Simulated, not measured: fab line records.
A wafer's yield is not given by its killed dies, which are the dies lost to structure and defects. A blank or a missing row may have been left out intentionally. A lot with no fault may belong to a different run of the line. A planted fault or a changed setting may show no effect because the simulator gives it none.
A single fault, viewed from 2 desks -- flow berkeleyCmos170 -- numbers are kept per desk, each desk with only its own; the story behind them comes last

FROM THE METROLOGY DESK
Means of the sampled wafers that have a number, per lot and without regard to the tool the lot ran on: this is what the gauges read. A lot is out of limits, marked OUT, if its mean lies more than 4 standard deviations from the usual mean; the brackets give that distance.
Columns: A = cdNm at UCB170_V1_CD_MEAS_12, usual 700.3 nm; B = V2_POLISHED_THK at UCB170_V2_THK_MEAS_04, usual 999.8 nm
lot,first seen here,A,B
L877,day 7 12:17,701.7,999.8
L879,day 7 12:52,700.4,999.7
L878,day 7 18:12,700.9,999.2
L881,day 8 12:23,698.7,1001.9
L884,day 9 08:25,701.4,998.6
L883,day 9 08:40,700.6,1000.2
L885,day 9 19:24,702.3,1002.6
L886,day 9 19:36,697.5,1000.5
L889,day 10 09:46,701.4,1000.0
L887,day 10 10:01,701.5,1000.5
L890,day 11 06:28,699.0,998.2
L893,day 11 06:38,700.2,1000.0
L892,day 11 17:18,699.5,999.8
L898,day 13 04:17,700.5,999.1
This desk found nothing out of limits on any of the 14 lots.

TOOL OWNER'S DESK, rieMetal-04
The tool's own readings at UCB170_M3_METAL_ETCH_18 (etches Al in Cl2/BCl3, stops on SiO2, target depth 1170 nm, time 195 s): means of the sampled wafers that have a number, for each lot that ran on this tool. A lot is out of limits, marked OUT, if its mean lies more than 4 standard deviations from the usual mean; the brackets give that distance.
Columns: A = chamberPressureMTorr at UCB170_M3_METAL_ETCH_18, usual 12.001 mTorr; B = drypumpMotorCurrentA at UCB170_M3_METAL_ETCH_18, usual 5.8 A; C = oesProductAu at UCB170_M3_METAL_ETCH_18, usual 0.859 a.u.; D = throttleValvePct at UCB170_M3_METAL_ETCH_18, usual 24.43 %
lot,first seen here,A,B,C,D
L877,day 7 20:32,12.015,5.6,0.853,24.58
L879,day 7 21:46,12.004,5.6,0.856,24.58
L878,day 8 02:14,12.002,5.4,0.858,24.37
L884,day 9 17:52,12.006,5.4,0.859,24.37
L886,day 10 04:41,12.012,5.2,0.853,24.16
L893,day 11 19:44,17.991 (+99 or more) OUT,5.6,0.859,24.57
L892,day 12 02:51,17.995 (+99 or more) OUT,5.2,0.861,24.16
Finding of this desk: L892, L893 out of limits; the first was L893 at day 11 19:44, on chamberPressureMTorr at UCB170_M3_METAL_ETCH_18. In limits: L877, L879, L878, L884, L886.

TAKEN TOGETHER
The tool owner's desk could have raised an alarm at day 11 19:44, on L892, L893.
At the metrology desk, nothing out of limits was observed.
The metrology desk holds a record of L892, L893, inside its limits.
Of the lots named, all ran UCB170_M3_METAL_ETCH_18 on rieMetal-04.

WHAT HAD BEEN PUT IN BY THE SIMULATOR
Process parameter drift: rieMetal-04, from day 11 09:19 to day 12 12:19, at UCB170_M3_METAL_ETCH_18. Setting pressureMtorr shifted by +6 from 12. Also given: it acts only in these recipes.
Lots struck among those shown: L892, L893.
Hours from the fault's start to each desk's first reading out of limits: the tool owner's desk, 10.
